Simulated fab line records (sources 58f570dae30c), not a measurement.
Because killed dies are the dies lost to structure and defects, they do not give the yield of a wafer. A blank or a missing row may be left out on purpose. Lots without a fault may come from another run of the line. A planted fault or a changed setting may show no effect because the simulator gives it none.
Split-lot trial	flow berkeleyCmos170	23 wafers read across 5 lots, on a route 331 steps long

== THE SPLIT ==
At UCB170_M1_METAL_ETCH_12 (etches Al in Cl2/BCl3, stops on PSG, target depth 780 nm, time 130 s), the setting timeS was moved away from the recipe's 130 s on 8 of the 23 wafers read, by -13.2% to +10.5%. This setting was run at the recipe's value on the other wafers.

The split's own step is where the reading is taken.

== THE READING ==
oesProductAu, in a.u., at UCB170_M1_METAL_ETCH_12 (etches Al in Cl2/BCl3, stops on PSG, target depth 780 nm, time 130 s). Fault-free wafers of this fab line usually give 0.858 a.u., standard deviation 0.01 a.u.

wafer	tool, chamber at the split	timeS as run, s	against the recipe	oesProductAu, a.u.	against lot-mates on the recipe
L075.1	rieMetal-02, 0	130	recipe	0.855	-
L075.2	rieMetal-02, 1	130	recipe	0.862	-
L075.4	rieMetal-02, 0	130	recipe	0.884	-
L075.5	rieMetal-02, 0	130	recipe	0.878	-
L075.6	rieMetal-02, 1	130	recipe	0.874	-
L076.1	rieMetal-04, 1	130	recipe	0.882	-
L076.2	rieMetal-04, 0	117.8	-9.4%	0.936	+0.073
L076.3	rieMetal-04, 0	117.8	-9.4%	0.899	+0.036
L076.4	rieMetal-04, 1	117.8	-9.4%	0.938	+0.075
L076.6	rieMetal-04, 1	130	recipe	0.844	-
L082.1	rieMetal-03, 0	130	recipe	0.840	-
L082.3	rieMetal-03, 0	112.8	-13.2%	0.926	+0.085
L082.4	rieMetal-03, 1	112.8	-13.2%	0.925	+0.084
L082.5	rieMetal-03, 0	130	recipe	0.842	-
L082.6	rieMetal-03, 1	112.8	-13.2%	0.923	+0.082
L085.1	rieMetal-04, 0	130	recipe	0.856	-
L085.2	rieMetal-04, 1	130	recipe	0.870	-
L085.4	rieMetal-04, 0	130	recipe	0.858	-
L080.1	rieMetal-02, 1	130	recipe	0.862	-
L080.2	rieMetal-02, 0	130	recipe	0.862	-
L080.3	rieMetal-02, 1	130	recipe	0.875	-
L080.4	rieMetal-02, 0	143.7	+10.5%	0.848	-0.018
L080.6	rieMetal-02, 0	143.7	+10.5%	0.839	-0.027

THE FIT
A straight line over all 23 wafers: oesProductAu changes by -0.00427 a.u. for each +1% of timeS; r = -0.86; the points scatter about the line by 0.017 a.u.
The same after taking each lot's own level away (the mean of its wafers on the recipe; 23 wafers): -0.00517 a.u. for each +1%; r = -0.91; scatter 0.015 a.u.
According to that fit, moving timeS by its largest amount changes the reading by 0.068 a.u.
From 0.8410 to 0.8706 a.u.: that is the span of the lots' own levels, equal to 3.0 times the standard deviation above.
In other words, the slope is changed by the lot-to-lot level; the two fits disagree.
Check: for one of the wafers moved furthest among these (-13.2%), held out of the fit, the line's prediction against its lot-mates is +0.0726 a.u. It came out at +0.085 a.u. against them.
Tool readings at the split's step, against how far the setting was moved: oesProductAu r = -0.86.

== FURTHER SPLITS ON THESE WAFERS ==
Other splits were also applied to these wafers ahead of the reading. Each is held against what the fit with the lots' levels taken away leaves over:
other split on the same wafers	wafers away from the commonest value	r with oesProductAu (lot level and that fit taken away)
UCB170_PSD_PEB_04 pebTempC	7	-0.01
UCB170_BACKSIDE_COAT_01 spinRpm	4	+0.00
UCB170_CONTACT_CVD_01 pressureMtorr	18	+0.19
UCB170_CONTACT_SOFTBAKE_11 timeS	4	-0.26
UCB170_M1_SPUTTER_00 powerW	5	+0.45
UCB170_M1_COAT_04 resistThkNm	11	-0.22

== FILE'S OWN FIT ==
oesProductAu changes by -0.00517 a.u. for each +1% of timeS, r = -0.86.
